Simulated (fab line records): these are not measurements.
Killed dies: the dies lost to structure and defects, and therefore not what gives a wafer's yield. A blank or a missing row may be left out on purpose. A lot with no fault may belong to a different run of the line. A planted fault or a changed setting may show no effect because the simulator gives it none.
Which tool was responsible? | flow berkeleyCmos170 | 39 wafers from 13 lots sampled at 2 of the route's 331 steps

WHAT THE GAUGES SHOWED, per wafer
UCB170_NSD_TW_MEAS_10.
lot  | measured     | on           | NSD_TW
L367 | day 6 21:10  | filmMetro-01 | 4199 4228 4192
L366 | day 6 21:32  | filmMetro-03 | 4206 4185 4181
L369 | day 7 06:41  | filmMetro-01 | 4202 4190 4179
L368 | day 7 07:19  | filmMetro-03 | 4127 4158 4124
L370 | day 7 19:47  | filmMetro-01 | 4210 4226 4216
L378 | day 9 13:01  | filmMetro-03 | 4148 4189 4173
L381 | day 10 05:08 | filmMetro-02 | 4148 4161 4142
L383 | day 10 09:23 | filmMetro-02 | 4167 4152 4156
L384 | day 10 21:30 | filmMetro-02 | 4147 4148 4115
L385 | day 11 07:02 | filmMetro-01 | 4206 4219 4200
L388 | day 11 11:55 | filmMetro-01 | 4202 4240 4215
L387 | day 11 17:19 | filmMetro-02 | 4128 4150 4169
L389 | day 12 02:11 | filmMetro-01 | 4206 4229 4194

UCB170_M1_OVL_MEAS_10.
lot  | measured     | on         | M1_OVL (nm)
L367 | day 7 07:08  | overlay-02 | 8 13 6
L366 | day 7 07:23  | overlay-01 | 10 0 0
L369 | day 7 15:41  | overlay-01 | 8 6 7
L368 | day 7 16:15  | overlay-02 | -8 -4 -9
L370 | day 8 09:43  | overlay-02 | 4 -2 4
L378 | day 9 20:47  | overlay-02 | 5 -5 -1
L381 | day 10 15:17 | overlay-02 | -5 3 -5
L383 | day 10 21:12 | overlay-01 | -6 -5 -3
L384 | day 11 07:28 | overlay-02 | -10 3 -5
L385 | day 11 15:41 | overlay-02 | -1 7 -3
L388 | day 11 20:16 | overlay-02 | 5 -2 -11
L387 | day 12 03:06 | overlay-01 | -1 -17 -12
L389 | day 12 12:13 | overlay-02 | -4 -6 -10

TOOL THAT RAN EACH LOT (tool first, then ch and the chambers of the sampled wafers, then the start)
Record: no process step prior to these readings.

AS READ BY THE TOOLS THEMSELVES (means over the sampled wafers that have a number; for cases with no such wafer, the mark the record gives instead)
The record holds no such reading with a usual standard deviation.

THE ANSWER, worked out from the rows above alone
Rule: the usual values come from the lots themselves. Put in order of their means at a reading, lots are off if they are a third of the lots or fewer, leave a main group of 4 or more, and stand apart from it by a gap of 3 or more times the standard deviation of the main group's means; of several such gaps the widest counts. Not used: any main group whose means are identical at the precision the tables above print for the reading. A lot without any number at a reading at which 4 lots or more have one is off too. All remaining lots with rows at the step are treated as sound. The gauges are gone through in route order, then the tools' own readings, and for those a lot's mean is taken as printed above. The first step at which some lot is off is used, and at that step the reading that is off furthest; a lot without a number counts as furthest.
No lot is off on any of the readings shown, so nothing can be concluded from this.

WHAT THE SIMULATOR HAD PUT IN
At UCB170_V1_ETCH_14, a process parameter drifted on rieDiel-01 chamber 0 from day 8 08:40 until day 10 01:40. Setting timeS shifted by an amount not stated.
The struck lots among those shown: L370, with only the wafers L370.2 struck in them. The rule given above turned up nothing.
